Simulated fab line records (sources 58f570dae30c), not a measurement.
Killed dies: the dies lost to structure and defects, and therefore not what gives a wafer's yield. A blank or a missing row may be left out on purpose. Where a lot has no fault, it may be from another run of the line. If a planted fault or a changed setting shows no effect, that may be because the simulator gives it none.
Which tool did it? ; flow berkeley-cmos170 ; 6 lots, 18 wafers sampled, at 3 steps of a route of 331

== WHAT THE GAUGES SHOWED, per wafer ==
UCB170_M1_RS_MEAS_01: measurement is done with a four-point probe.
lot;measured;on;M1_AL_RS (ohm/sq)
L814;day 9 02:41;film-metro-01;0.0483 0.0485 0.0482
L813;day 9 04:38;film-metro-01;0.0484 0.0488 0.0483
L820;day 10 14:33;film-metro-02;0.0489 0.0483 0.0482
L826;day 11 16:17;film-metro-02;0.0485 0.0490 0.0490
L829;day 11 22:01;film-metro-01;0.0476 0.0483 0.0477
L831;day 12 09:31;film-metro-02;0.0482 0.0480 0.0487

== WHAT TOOL EACH LOT RAN ON (gives the tool, then ch and the chambers of the sampled wafers, and finally the start) ==
lot;UCB170_SILICIDE_RTA_04;UCB170_M1_SPUTTER_00
L814;rtp-anneal-01 ch 0, day 8 22:10;pvd-sputter-02, day 9 02:38
L813;rtp-anneal-01 ch 0, day 8 22:44;pvd-sputter-01, day 9 04:32
L820;rtp-anneal-01 ch 0, day 10 08:58;pvd-sputter-03, day 10 14:28
L826;rtp-anneal-02 ch 0, day 11 09:09;pvd-sputter-02, day 11 16:14
L829;rtp-anneal-02 ch 0, day 11 16:49;pvd-sputter-02, day 11 21:58
L831;rtp-anneal-02 ch 0, day 12 00:17;pvd-sputter-02, day 12 09:28
- UCB170_SILICIDE_RTA_04: time 15 s.
- UCB170_M1_SPUTTER_00: material Al, target thk 600 nm, time 80 s.

== THE ANSWER, worked out from the rows above alone ==
Rule: the lots themselves supply what counts as usual. Put in order of their means at a reading, lots are off if they are a third of the lots or fewer, leave a main group of 4 or more, and stand apart from it by a gap of 3 or more times the standard deviation of the main group's means; of several such gaps the widest counts. Not used: any main group whose means are identical at the precision the tables above print for the reading. A lot without any number at a reading at which 4 lots or more have one is off too. Where the step has rows for the other lots, those lots are counted as sound.
No lot is off on any of the readings shown, so nothing can be concluded from this.

== WHAT THE SIMULATOR HAD INSERTED ==
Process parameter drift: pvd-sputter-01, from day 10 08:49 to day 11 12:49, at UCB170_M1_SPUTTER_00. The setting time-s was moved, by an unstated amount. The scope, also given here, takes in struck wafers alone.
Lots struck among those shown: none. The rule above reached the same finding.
